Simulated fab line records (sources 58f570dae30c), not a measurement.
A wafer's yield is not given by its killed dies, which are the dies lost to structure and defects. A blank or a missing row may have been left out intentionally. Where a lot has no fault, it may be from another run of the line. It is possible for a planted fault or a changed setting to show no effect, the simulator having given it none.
What tool caused it? / flow berkeley cmos170 / 21 wafers from 7 lots sampled at 2 of the route's 331 steps

WHAT THE GAUGES READ, wafer by wafer
UCB170_SDANNEAL_RS_MEAS_05: the measuring method here is four-point-probe.
lot=L454; measured=day 8 09:03; on=film metro-02; NLDD_RS (ohm/sq)=619.8 618.9 618.2
lot=L457; measured=day 9 02:49; on=film metro-01; NLDD_RS (ohm/sq)=615.4 616.5 616.6
lot=L460; measured=day 9 13:59; on=film metro-01; NLDD_RS (ohm/sq)=619.8 617.0 617.5
lot=L463; measured=day 10 12:15; on=film metro-02; NLDD_RS (ohm/sq)=616.5 617.1 618.0
lot=L467; measured=day 11 23:52; on=film metro-04; NLDD_RS (ohm/sq)=615.4 615.2 616.9
lot=L472; measured=day 12 16:34; on=film metro-01; NLDD_RS (ohm/sq)=616.3 616.3 615.8
lot=L475; measured=day 13 16:02; on=film metro-04; NLDD_RS (ohm/sq)=616.5 619.3 618.3

TOOL THAT RAN EACH LOT (tool first, then ch and the chambers of the sampled wafers, then the start)
lot=L454; UCB170_NLDD_IMPLANT_08=implanter-01 ch 0, day 7 19:35
lot=L457; UCB170_NLDD_IMPLANT_08=implanter-04 ch 0, day 8 15:02
lot=L460; UCB170_NLDD_IMPLANT_08=implanter-03 ch 0, day 9 02:08
lot=L463; UCB170_NLDD_IMPLANT_08=implanter-01 ch 0, day 9 22:59
lot=L467; UCB170_NLDD_IMPLANT_08=implanter-01 ch 0, day 11 07:34
lot=L472; UCB170_NLDD_IMPLANT_08=implanter-01 ch 0, day 12 07:17
lot=L475; UCB170_NLDD_IMPLANT_08=implanter-01 ch 0, day 13 05:07
- UCB170_NLDD_IMPLANT_08

THE ANSWER, worked out from the rows above alone
Rule: the lots themselves supply what counts as usual. Put in order of their means at a reading, lots are off if they are a third of the lots or fewer, leave a main group of 4 or more, and stand apart from it by a gap of 3 or more times the standard deviation of the main group's means; of several such gaps the widest counts. If all means in a main group match to the digits the tables above print for the reading, that group is not used. Also off: a lot with no number at a reading for which 4 or more lots have one. The other lots that the step has rows for count as sound.
Across all readings shown, no lot is off: no conclusion can be drawn from this.

WHAT THE SIMULATOR HAD PUT IN
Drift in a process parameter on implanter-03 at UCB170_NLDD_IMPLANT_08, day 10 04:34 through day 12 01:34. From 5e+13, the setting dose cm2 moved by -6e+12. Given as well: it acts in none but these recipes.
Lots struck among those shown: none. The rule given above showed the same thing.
